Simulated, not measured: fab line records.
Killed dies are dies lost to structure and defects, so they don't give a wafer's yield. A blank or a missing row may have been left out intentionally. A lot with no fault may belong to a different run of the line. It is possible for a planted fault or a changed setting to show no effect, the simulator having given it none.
fab line records ; flow rit_cmos
[record] lots = 6; wafers = 18; last_day = 7
route steps=202 shown GATE@79 FOX2@80 M1@202
lots that met no fault: from a run of the same line without faults
start_h: hours from the record's first day to the start of the lot's first wafer shown ; wait_h: how many hours have passed since the lot's step before this one ; " identical to the entry in the row above ; L1.1+2: a single row standing in for several wafers ; - no value, or no start given ; * or withheld: withheld ; < > ~ a bound
route shown NAME@n: NAME is a module with steps in the file, n the number in the route of the first one ; usual: the fault-free wafers' mean and standard deviation ; same: alike in all rows ; chamber/n: place in a boat ; sites: per-site readings ; _std_site: standard deviation of those values ; _edge_site: outer sites' mean less inner sites' ; radius_mm: for every site, how far away it sits from the centre of the wafer ; mask NAME#n: copy n ; behind: tool/chamber where the wafer was last shaped ; hold: cause of the lot's hold/its duration in hours/its outcome ; device: the n, p or np transistor that did not switch ; end of line: tests run on the same wafers once the route is complete ; a step given without rows: its recipe and nothing more ; killed: at the first sort, the dies lost to defects and structure; wafer yield is something else ; map: a wafer's dies, x killed, . not, _ none there
set.NAME: the setting that was run; set.NAME@STEP: the one run at that earlier step ; model.NAME: the simulator's own value behind a step, which no gauge read
a table for each step, a row for each wafer; lots at some steps of the route
services: the hour from which a tool's chamber was out of use, counted from the record's first day as start_h (under 0 if before that day), plus the number of hours and why
[[steps]]
[step RIT_GATE_CLEAN_04]
[recipe] chemistry = dHF; dilution = 50:1; time_s = 60; dry = n2_spin
[step RIT_FOX2_THK_MEAS_91]
[recipe] reads = SiO2_of_FOX2_OXIDATION_00
[usual] FIELD_OXIDE_LEFT_2_THK = 256/6.8
lot.wafer;tool;chamber;start_h;wait_h;FIELD_OXIDE_LEFT_2_THK[nm]
L285.2;film_metro-01;-;67.24;0.0;256
L285.3;film_metro-01;-;67.24;0.0;253
L285.4;film_metro-01;-;67.24;0.0;260
L287.2;film_metro-02;-;78.19;0.0;243
L287.5;film_metro-02;-;78.19;0.0;236
L287.6;film_metro-02;-;78.19;0.0;234
L292.2;film_metro-02;-;102.73;0.0;260
L292.4;film_metro-02;-;102.73;0.0;258
L292.5;film_metro-02;-;102.73;0.0;261
L293.2;film_metro-04;-;107.47;0.0;250
L293.3;film_metro-04;-;107.47;0.0;248
L293.5;film_metro-04;-;107.47;0.0;252
L295.3;film_metro-02;-;118.42;0.0;251
L295.4;film_metro-02;-;118.42;0.0;257
L295.5;film_metro-02;-;118.42;0.0;246
L301.1;film_metro-02;-;148.03;0.0;259
L301.3;film_metro-02;-;148.03;0.0;255
L301.5;film_metro-02;-;148.03;0.0;256
[step RIT_GATE_OXIDATION_05]
[recipe] temp_c = 900; ambient = O2; target_thk_a = 30; ox_time_s = 270
[step RIT_GATE_ANNEAL_06]
[recipe] temp_c = 900; time_s = 600; ambient = N2O
[step RIT_GATE_THK_MEAS_07]
[recipe] reads = SiO2_of_GATE_OXIDATION_05
[usual] GATE_OXIDE_THK = 3.02/0.061
lot.wafer;tool;chamber;start_h;wait_h;GATE_OXIDE_THK[nm]
L285.2;film_metro-02;-;68.84;0.0;3.06
L285.3;film_metro-02;-;68.84;0.0;3.02
L285.4;film_metro-02;-;68.84;0.0;3.04
L287.2;film_metro-02;-;79.58;0.0;3.04
L287.5;film_metro-02;-;79.58;0.0;2.98
L287.6;film_metro-02;-;79.58;0.0;3.08
L292.2;film_metro-02;-;106.39;0.0;2.92
L292.4;film_metro-02;-;106.39;0.0;2.93
L292.5;film_metro-02;-;106.39;0.0;2.89
L293.2;film_metro-02;-;109.10;0.0;2.97
L293.3;film_metro-02;-;109.10;0.0;3.06
L293.5;film_metro-02;-;109.10;0.0;3.00
L295.3;film_metro-04;-;119.80;0.0;3.12
L295.4;film_metro-04;-;119.80;0.0;3.09
L295.5;film_metro-04;-;119.80;0.0;3.09
L301.1;film_metro-04;-;149.41;0.0;3.11
L301.3;film_metro-04;-;149.41;0.0;3.07
L301.5;film_metro-04;-;149.41;0.0;3.02
[step RIT_GATE_CVD_08]
[recipe] material = poly-Si; target_thk_nm = 250; temp_c = 610; precursor = SiH4; time_s = 2220; pressure_mtorr = 300; sih4_flow_sccm = 100
[step RIT_GATE_THK_MEAS_09]
[recipe] reads = poly-Si_of_GATE_CVD_08
[usual] GATE_POLY_THK = 250.1/2.2
lot.wafer;tool;chamber;start_h;wait_h;GATE_POLY_THK[nm]
L285.2;film_metro-04;-;70.51;0.0;249.7
L285.3;film_metro-04;-;70.51;0.0;253.2
L285.4;film_metro-04;-;70.51;0.0;251.3
L287.2;film_metro-04;-;81.25;0.0;251.6
L287.5;film_metro-04;-;81.25;0.0;251.2
L287.6;film_metro-04;-;81.25;0.0;252.0
L292.2;film_metro-01;-;108.06;0.0;248.6
L292.4;film_metro-01;-;108.06;0.0;247.8
L292.5;film_metro-01;-;108.06;0.0;248.4
L293.2;film_metro-02;-;110.78;0.0;249.1
L293.3;film_metro-02;-;110.78;0.0;250.8
L293.5;film_metro-02;-;110.78;0.0;250.2
L295.3;film_metro-04;-;121.48;0.0;246.9
L295.4;film_metro-04;-;121.48;0.0;244.7
L295.5;film_metro-04;-;121.48;0.0;242.8
L301.1;film_metro-04;-;151.09;0.0;251.6
L301.3;film_metro-04;-;151.09;0.0;252.7
L301.5;film_metro-04;-;151.09;0.0;250.8
[step RIT_GATE_HMDS_10]
[recipe] prime_time_s = 60; prime_temp_c = 140
[step RIT_GATE_COAT_11]
[recipe] resist = NOVOLAK; spin_rpm = 4250; resist_thk_nm = 850
[step RIT_GATE_SOFTBAKE_12]
[recipe] resist = NOVOLAK; temp_c = 90; time_s = 60
[step RIT_GATE_EXPOSE_13]
[recipe] mask_id = M6; na = 0.6; source_shape = conventional; sigma_outer = 0.6; target_cd_nm = 150; dose_mj = 380
[step RIT_GATE_PEB_14]
[recipe] resist = NOVOLAK; temp_c = withheld; time_s = withheld
[step RIT_GATE_DEVELOP_15]
[recipe] resist = NOVOLAK; develop_time_s = 50.85; dev_temp_c = 23
[usual] developer_temp_C = 23.00/0.11
lot.wafer;tool;chamber;start_h;wait_h;developer_temp_C;model.GATE.cd_nm
L285.2;litho_track-01;0;71;-;23.11;149.1
L285.3;litho_track-01;0;71;-;23.03;147.4
L285.4;litho_track-01;0;71;-;23.02;147.3
L287.2;litho_track-01;0;82;-;23.10;144.8
L287.5;litho_track-01;0;82;-;23.02;145.1
L287.6;litho_track-01;0;82;-;22.95;150.6
L292.2;litho_track-01;0;108;-;20.75;135.7
L292.4;litho_track-01;0;109;-;20.76;136.1
L292.5;litho_track-01;0;109;-;20.76;136.2
L293.2;litho_track-01;0;111;-;20.76;139.4
L293.3;litho_track-01;0;111;-;20.63;138.8
L293.5;litho_track-01;0;111;-;20.83;139.5
L295.3;litho_track-04;0;122;-;22.94;146.7
L295.4;litho_track-04;0;122;-;23.04;149.4
L295.5;litho_track-04;0;122;-;23.00;149.9
L301.1;litho_track-02;0;152;-;22.96;152.3
L301.3;litho_track-02;0;152;-;22.96;149.8
L301.5;litho_track-02;0;152;-;23.03;150.3
[step RIT_GATE_CD_MEAS_16]
[recipe] target_cd_nm = 150
[usual] cd_nm = 149.7/2.2
lot.wafer;tool;chamber;start_h;wait_h;hold;cd_nm
L285.2;cd_sem-02;-;71.56;-;-;149.0
L285.3;cd_sem-02;-;71.56;-;-;147.3
L285.4;cd_sem-02;-;71.56;-;-;147.7
L287.2;cd_sem-01;-;82.17;-;-;144.8
L287.5;cd_sem-01;-;82.17;-;-;144.7
L287.6;cd_sem-01;-;82.17;-;-;150.5
L292.2;cd_sem-02;-;109.12;-;await_dispo/0.2h/release;136.0
L292.4;cd_sem-02;-;109.12;-;await_dispo/0.2h/release;136.1
L292.5;cd_sem-02;-;109.12;-;await_dispo/0.2h/release;136.3
L292.2;cd_sem-02;-;109.41;0.3;-;135.7
L292.4;cd_sem-02;-;109.41;0.3;-;135.9
L292.5;cd_sem-02;-;109.41;0.3;-;135.9
L293.2;cd_sem-02;-;111.92;-;await_dispo/0.2h/release;139.2
L293.3;cd_sem-02;-;111.92;-;await_dispo/0.2h/release;138.5
L293.5;cd_sem-02;-;111.92;-;await_dispo/0.2h/release;139.5
L293.2;cd_sem-02;-;112.27;0.3;-;139.1
L293.3;cd_sem-02;-;112.27;0.3;-;138.7
L293.5;cd_sem-02;-;112.27;0.3;-;139.5
L295.3;cd_sem-02;-;122.69;-;-;146.7
L295.4;cd_sem-02;-;122.69;-;-;149.3
L295.5;cd_sem-02;-;122.69;-;-;149.7
L301.1;cd_sem-01;-;152.19;-;-;152.3
L301.3;cd_sem-01;-;152.19;-;-;149.8
L301.5;cd_sem-01;-;152.19;-;-;150.6
[step RIT_GATE_OVL_MEAS_17]
[usual] GATE_OVL = -0.2/1.6
lot.wafer;tool;chamber;start_h;wait_h;hold;GATE_OVL[nm]
L285.2;overlay-02;-;71.66;0.1;-;0.1
L285.3;overlay-02;-;71.66;0.1;-;-0.4
L285.4;overlay-02;-;71.66;0.1;-;0.4
L287.2;overlay-01;-;82.28;0.1;-;1.7
L287.5;overlay-01;-;82.28;0.1;-;1.1
L287.6;overlay-01;-;82.28;0.1;-;0.6
L292.2;overlay-02;-;110.20;0.8;await_dispo/0.7h/release;-3.9
L292.4;overlay-02;-;110.20;0.8;await_dispo/0.7h/release;-1.8
L292.5;overlay-02;-;110.20;0.8;await_dispo/0.7h/release;-2.5
L293.2;overlay-02;-;114.66;2.4;await_dispo/2.3h/release;0.3
L293.3;overlay-02;-;114.66;2.4;await_dispo/2.3h/release;-1.0
L293.5;overlay-02;-;114.66;2.4;await_dispo/2.3h/release;0.6
L295.3;overlay-02;-;122.78;0.1;-;-1.2
L295.4;overlay-02;-;122.78;0.1;-;-2.1
L295.5;overlay-02;-;122.78;0.1;-;-1.4
L301.1;overlay-02;-;152.31;0.1;-;-0.3
L301.3;overlay-02;-;152.31;0.1;-;-1.2
L301.5;overlay-02;-;152.31;0.1;-;-1.7
[step RIT_GATE_HARDBAKE_18]
[recipe] resist = NOVOLAK; temp_c = 140; time_s = 60
[step RIT_GATE_ETCH_19]
[recipe] chemistry = SF6/CHF3/O2; time_s = 165; SF6_flow_sccm = 30; CHF3_flow_sccm = 30; O2_flow_sccm = 5; target = poly-Si; pressure_mtorr = 40; rf_w = 160; target_depth_a = 3125; over_etch_frac = 0.25; stop_on = SiO2
[usual] SF6_flow_sccm = 29.99/0.09; drypump_motor_current_A = 5.9/0.63; oes_product_au = 0.840/0.011; throttle_valve_pct = 10.27/0.16
lot.wafer;tool;chamber;start_h;wait_h;SF6_flow_sccm;drypump_motor_current_A;oes_product_au;rf_hours_counter_h;throttle_valve_pct;model.GATE.cd_nm
L285.2;rie_si-02;3;71.84;0.1;30.09;5.9;0.850;131;10.09;149.1
L285.3;rie_si-02;1;71.84;0.1;29.99;6.1;0.837;3;10.39;147.2
L285.4;rie_si-02;0;71.84;0.1;30.09;4.6;0.842;0;10.37;147.2
L287.2;rie_si-02;0;82.46;0.1;30.04;4.6;0.846;0;10.38;144.8
L287.5;rie_si-02;0;82.46;0.1;30.05;4.6;0.851;-;10.38;145.1
L287.6;rie_si-02;3;82.46;0.1;29.97;5.9;0.844;-;10.09;150.6
L292.2;rie_si-01;1;110.45;0.1;30.12;6.3;0.847;148;10.28;135.9
L292.4;rie_si-01;3;110.45;0.1;29.94;5.4;0.821;0;10.45;136.1
L292.5;rie_si-01;3;110.45;0.1;30.07;5.4;0.833;-;10.45;136.3
L293.2;rie_si-02;3;114.97;0.1;30.04;6.0;0.840;132;10.08;139.4
L293.3;rie_si-02;1;114.97;0.1;29.94;6.1;0.827;3;10.42;138.6
L293.5;rie_si-02;1;114.97;0.1;29.94;6.1;0.828;-;10.39;139.4
L295.3;rie_si-02;2;122.95;0.1;29.96;6.8;0.829;73;10.47;146.7
L295.4;rie_si-02;3;122.95;0.1;30.05;5.9;0.832;132;10.08;149.4
L295.5;rie_si-02;3;122.95;0.1;30.10;5.9;0.829;-;10.10;150
L301.1;rie_si-02;1;152.49;0.1;29.80;6.0;0.828;4;10.37;152.3
L301.3;rie_si-02;2;152.49;0.1;29.97;6.7;0.850;73;10.49;149.7
L301.5;rie_si-02;3;152.49;0.1;29.98;5.9;0.844;-;10.09;150.2
[step RIT_GATE_STRIP_20]
[recipe] chemistry = O2; time_s = 180; resist = NOVOLAK; platen_temp_c = withheld; power_w = 500; pressure_mtorr = 4000; o2_flow_sccm = 4000
[usual] drypump_motor_current_A = 5.72/0.23
lot.wafer;tool;chamber;start_h;wait_h;drypump_motor_current_A;rf_hours_counter_h
L285.2;plasma_asher-04;0;71.95;0.1;5.36;28
L285.3;plasma_asher-04;1;71.95;0.1;5.72;-
L285.4;plasma_asher-04;0;71.95;0.1;5.33;-
L287.2;plasma_asher-03;1;82.57;0.1;5.83;42
L287.5;plasma_asher-03;0;82.57;0.1;5.97;-
L287.6;plasma_asher-03;1;82.57;0.1;5.84;-
L292.2;plasma_asher-04;1;110.56;0.1;5.74;32
L292.4;plasma_asher-04;1;110.56;0.1;5.74;-
L292.5;plasma_asher-04;0;110.56;0.1;5.33;-
L293.2;plasma_asher-04;0;115.08;0.1;5.31;32
L293.3;plasma_asher-04;0;115.08;0.1;5.31;-
L293.5;plasma_asher-04;1;115.08;0.1;5.76;-
L295.3;plasma_asher-04;1;123.12;0.1;5.76;-
L295.4;plasma_asher-04;0;123.12;0.1;5.31;-
L295.5;plasma_asher-04;1;123.12;0.1;5.76;-
L301.1;plasma_asher-03;1;152.60;0.1;5.83;50
L301.3;plasma_asher-03;0;152.60;0.1;5.94;-
L301.5;plasma_asher-03;1;152.60;0.1;5.82;-
[step RIT_M1_PROBE_99]
[usual] killed_at_contacts = 0.0/0.18; killed_at_front_end = 6/3.1; killed_dies = 6/3.1; killed_open = 3.4/1.9; killed_short = 3.1/2
[same] gross_dies = 264; killed_at_M0_to_M3 = 0; killed_at_M4_up = 0; killed_at_back_side = 0; killed_at_other = 0
lot.wafer;tool;chamber;start_h;wait_h;killed_at_contacts;killed_at_front_end;killed_dies;killed_open;killed_short
L285.2;prober-02;-;91.93;0.1;0;9;9;5;4
L285.3;prober-02;-;91.98;0.2;0;12;12;6;6
L285.4;prober-02;-;92.03;0.2;0;5;5;2;3
L287.2;prober-02;-;103.72;0.1;0;5;5;4;1
L287.5;prober-02;-;103.87;0.2;0;8;8;6;2
L287.6;prober-02;-;103.92;0.2;0;9;9;5;4
L293.2;prober-02;-;140.59;0.1;0;7;7;4;3
L293.3;prober-02;-;140.64;0.2;0;8;8;1;7
L293.5;prober-02;-;140.74;0.2;0;9;9;5;4
L292.2;prober-01;-;141.26;0.1;0;6;6;2;3
L292.4;prober-01;-;141.36;0.2;0;12;12;5;4
L292.5;prober-01;-;141.41;0.2;0;7;7;2;3
// killed by level:class
L285.2 GATE:geometric_particle:short=3 GATE:geometric_particle:open=2 REOX:geometric_particle:open=2 FOX2:geometric_particle:open=1 SPACER:geometric_particle:short=1
L285.3 GATE:geometric_particle:open=3 REOX:geometric_particle:short=3 REOX:geometric_particle:open=3 GATE:geometric_particle:short=2 FOX2:geometric_particle:short=1
L285.4 GATE:geometric_particle:short=1 GATE:geometric_particle:open=1 REOX:geometric_particle:short=1 SPACER:geometric_particle:short=1 SPACER:geometric_particle:open=1
L287.2 FOX1:geometric_particle:open=2 GATE:geometric_particle:short=1 GATE:geometric_particle:open=1 REOX:geometric_particle:open=1
L287.5 GATE:geometric_particle:open=3 FOX1:geometric_particle:open=1 REOX:geometric_particle:short=1 REOX:geometric_particle:open=1 SPACER:geometric_particle:open=1 SPACER:geometric_particle:short=1
L287.6 FOX1:geometric_particle:open=3 SPACER:geometric_particle:short=2 ACTIVE:geometric_particle:short=1 FOX1:geometric_particle:short=1 GATE:geometric_particle:open=1 SPACER:geometric_particle:open=1
L293.2 GATE:geometric_particle:open=2 SPACER:geometric_particle:short=2 GATE:geometric_particle:short=1 REOX:geometric_particle:open=1 SPACER:geometric_particle:open=1
L293.3 GATE:geometric_particle:short=6 GATE:geometric_particle:open=1 SPACER:geometric_particle:short=1
L293.5 GATE:geometric_particle:open=2 SPACER:geometric_particle:short=2 SPACER:geometric_particle:open=2 GATE:geometric_particle:short=1 REOX:geometric_particle:short=1 REOX:geometric_particle:open=1
L292.2 FOX2:geometric_particle:open=2 FOX1:geometric_particle:short=1 GATE:geometric_particle:short=1 REOX:geometric_particle:short=1 GATE:area_develop=1
L292.4 GATE:geometric_particle:open=4 GATE:area_develop=3 GATE:geometric_particle:short=2 SILICIDE:geometric_particle:short=2 FOX2:geometric_particle:open=1
L292.5 FOX2:geometric_particle:short=2 GATE:area_develop=2 GATE:geometric_particle:open=1 GATE:geometric_particle:short=1 REOX:geometric_particle:open=1
[[services]]
tool;chamber;start_h;hours;kind
rie_si-01;3;60.59;-;clean
rie_si-01;3;60.59;16.4;scheduled_down
rie_si-01;3;60.59;16.4;vent_cycle
rie_si-01;-;62.59;2.8;pm
rie_si-02;-;87.32;0.3;repair
rie_si-02;1;104.50;2.7;repair
rie_si-01;1;120.95;-;clean
rie_si-01;1;120.95;25.5;scheduled_down
rie_si-01;1;120.95;25.5;vent_cycle
[[key]]
[first_sign] step = RIT_GATE_DEVELOP_15; reading = developer_temp_C; direction = down; sigmas = 21; usual = *; struck = *
[effect] step = RIT_GATE_CD_MEAS_16; reading = visit; direction = added; through = control_loop
[effect] step = RIT_GATE_CD_MEAS_16; reading = cd_nm; direction = down; sigmas = 5.4; usual = 149.7; struck = 137.6; through = control_loop
[model_effect] step = RIT_GATE_DEVELOP_15; value = GATE.cd_nm; without = 150.5; struck = 137.6
[model_effect] step = RIT_GATE_ETCH_19; value = GATE.cd_nm; without = 150.5; struck = 137.6
met_at RIT_GATE_DEVELOP_15
struck_wafers L292.2,L292.4,L292.5,L293.2,L293.3,L293.5
tester_left_out L292,L293
[loop_trim] step = RIT_GATE_EXPOSE_13; setting = dose; lots = L293
onset_between 82 108
[fault] kind = process_parameter_drift; tool = litho_track-01; chamber = -; onset_h = 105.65; steps = RIT_GATE_DEVELOP_15; channel = dev_temp_c; offset = *; shape = step; end_h = 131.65; acts_in = *; stated = *
// tester_left_out: of these lots the tester's yield and bins aren't shown, on N5 and GAA mostly nor the transistor test; their killed dies are dies lost to structure and defects alone, not to doping, threshold or leakage, so they don't give the yield
// loop_trim: a control loop set the setting to another value than it would have without faults
